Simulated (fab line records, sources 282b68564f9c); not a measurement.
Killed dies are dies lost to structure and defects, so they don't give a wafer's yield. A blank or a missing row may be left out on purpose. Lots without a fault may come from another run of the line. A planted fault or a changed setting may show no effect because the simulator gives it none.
A struck lot beside a sound one | flow rit_cmos | 18 steps out of a route of 202
Sound: wafers L476.1, L476.4, L476.6. Struck: wafers L482.4, L482.5, L482.6. The cause comes at the end.
At each step with rows: each side's tool, then ch and its chambers, then its first start. Under that, the readings that differ: sound wafers | struck wafers | difference of the means | sigmas: that difference in standard deviations of wafers without a fault.
alike: readings whose means differ by less than 2 such deviations, and words and numbers that are the same on both sides. not compared: withheld readings, readings that some wafer has no value for, bounds like >300 that may hide the same value, and numbers for which the record gives no deviation and whose values overlap.
The two part at a step that has a row with sigmas, a row that says differs or no value, or rows on one side only. Numbers that don't overlap but have no deviation are shown without sigmas and don't part them. A reading that every wafer of one side lacks parts them only if that side has two wafers or more.

first, 1 step without rows for these wafers: RIT_GATE_HARDBAKE_18 (time 60 s).
RIT_GATE_ETCH_19: etches poly-Si in SF6/CHF3/O2, stops on SiO2, time 165 s, target depth 312.5 nm.
  sound on rie_si-02 ch 0,1, day 3 10:01; struck on rie_si-02 ch 0,1,3, day 4 14:42
  alike: O2_flow_sccm, drypump_motor_current_A, oes_product_au, throttle_valve_pct
  not compared: rf_hours_counter_h
RIT_GATE_STRIP_20: strips in O2, time 180 s.
  sound on plasma_asher-01 ch 0, day 3 10:08; struck on plasma_asher-02 ch 0,1, day 4 14:52
  alike: drypump_motor_current_A, o2_flow_sccm
  not compared: rf_hours_counter_h
RIT_GATE_CD_MEAS_90: target cd 150 nm.
  sound on cd_sem-02, day 3 10:19; struck on cd_sem-02, day 4 15:02
  alike: cd_nm
then, 4 steps without rows for these wafers: RIT_REOX_CLEAN_00 (cleans in SC1, time 600 s); RIT_REOX_CLEAN_01 (cleans in dHF, time 30 s); RIT_REOX_CLEAN_02 (cleans in SC2, time 600 s); RIT_REOX_OXIDATION_03 (target thk 25.2 nm, ox time 5580 s).
RIT_REOX_THK_MEAS_04:
  sound on film_metro-01, day 3 13:20; struck on film_metro-02, day 4 18:04
  alike: REOX_OXIDE_THK
then, 3 steps without rows for these wafers: RIT_NLDD_HMDS_00 (prime time 60 s); RIT_NLDD_COAT_01 (resist thk 1000 nm); RIT_NLDD_SOFTBAKE_02 (time 60 s).
RIT_NLDD_EXPOSE_03: exposes mask M7, target cd 40700 nm.
  sound on iline_stepper-01 ch 0, day 3 13:51; struck on iline_stepper-01 ch 0, day 4 18:44
  reading                      | sound                | struck               | difference | sigmas
  model.NLDD.overlay_x_nm (nm) | 0.1775 0.1775 0.1775 | -302.7 -302.7 -302.7 | -302.9     |
  alike: mask
then, 2 steps without rows for these wafers: RIT_NLDD_PEB_04; RIT_NLDD_DEVELOP_05 (develop time 50 s).
RIT_NLDD_OVL_MEAS_06:
  sound on overlay-01, day 3 14:15; struck on overlay-02, day 4 19:05
  reading       | sound        | struck               | difference | sigmas
  NLDD_OVL (nm) | 0.8 -0.1 0.0 | -301.9 -302.0 -300.4 | -301.7     | -99 or more
then, 1 step without rows for these wafers: RIT_NLDD_HARDBAKE_07 (time 60 s).
RIT_M1_PROBE_99:
  sound on prober-01, day 4 07:03; struck on prober-01, day 5 10:46
  reading                        | sound          | struck         | difference | sigmas
  model.etest.nldd.width_nm (nm) | 3175 3182 3159 | 2963 2972 2978 | -201       |
  alike: killed_at_M0_to_M3, killed_at_contacts, killed_at_front_end, killed_dies, killed_open, killed_short
  not compared: model.etest.nldd.line_ohm_um

WHERE THEY PART
Only at RIT_NLDD_OVL_MEAS_06, within this record. Later steps at which nothing parts them and some readings are alike: RIT_M1_PROBE_99.

WHY: what the simulator had put in
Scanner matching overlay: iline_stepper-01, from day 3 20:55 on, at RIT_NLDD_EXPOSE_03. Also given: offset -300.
